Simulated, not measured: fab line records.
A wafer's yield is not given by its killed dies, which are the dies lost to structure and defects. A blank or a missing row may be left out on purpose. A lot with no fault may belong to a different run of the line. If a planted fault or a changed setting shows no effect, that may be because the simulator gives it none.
Chamber matching ; flow rit_cmos ; RIT_GATE_ETCH_19 on rie_si-02: 4 sister chambers
The step etches poly-Si in SF6/CHF3/O2, stops on SiO2, time 165 s, target depth 312.5 nm. 7 wafers are shown with their chamber, then 7 later ones without.

WAFERS WITH THEIR CHAMBER
wafer;chamber;throttle_valve_pct (%);oes_product_au (a.u.)
L515.4;2;10.07;0.858
L524.3;2;10.07;0.842
L524.4;0;10.08;0.809
L524.6;3;10.38;0.826
L525.6;0;10.08;0.827
L526.3;1;10.28;0.856
L526.5;1;10.30;0.846

WAFERS WHOSE CHAMBER IS MISSING
wafer;throttle_valve_pct (%);oes_product_au (a.u.)
L526.6;10.05;0.826
L529.2;10.37;0.841
L529.3;10.07;0.856
L529.6;10.32;0.863
L531.1;10.07;0.831
L531.2;10.35;0.854
L531.3;10.07;0.853

THE CHAMBER EACH PASSED THROUGH
wafer;from the rows above;in truth
L526.6;can't be placed: 2 or 0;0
L529.2;3;3
L529.3;2;2
L529.6;1;1
L531.1;can't be placed: 0 or 2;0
L531.2;3;3
L531.3;2;2
Correctly placed: 5 of 7. Not placeable from these rows: 2 (in 2, the candidates include the true chamber). Number placed wrongly: 0.
How it was worked out, from the rows above alone: a wafer's distance from a chamber is the root of the sum, over the readings, of the square of ((its reading less the chamber's mean) divided by the reading's scatter). The wafer belongs to the nearest chamber; if the next one is less than 2 further off, it can't be placed. The mean given for a chamber averages the wafers shown for that chamber. The scatter: the root of (the sum of the squares of (reading less its chamber's mean) over the shown wafers, divided by (wafers less chambers)).
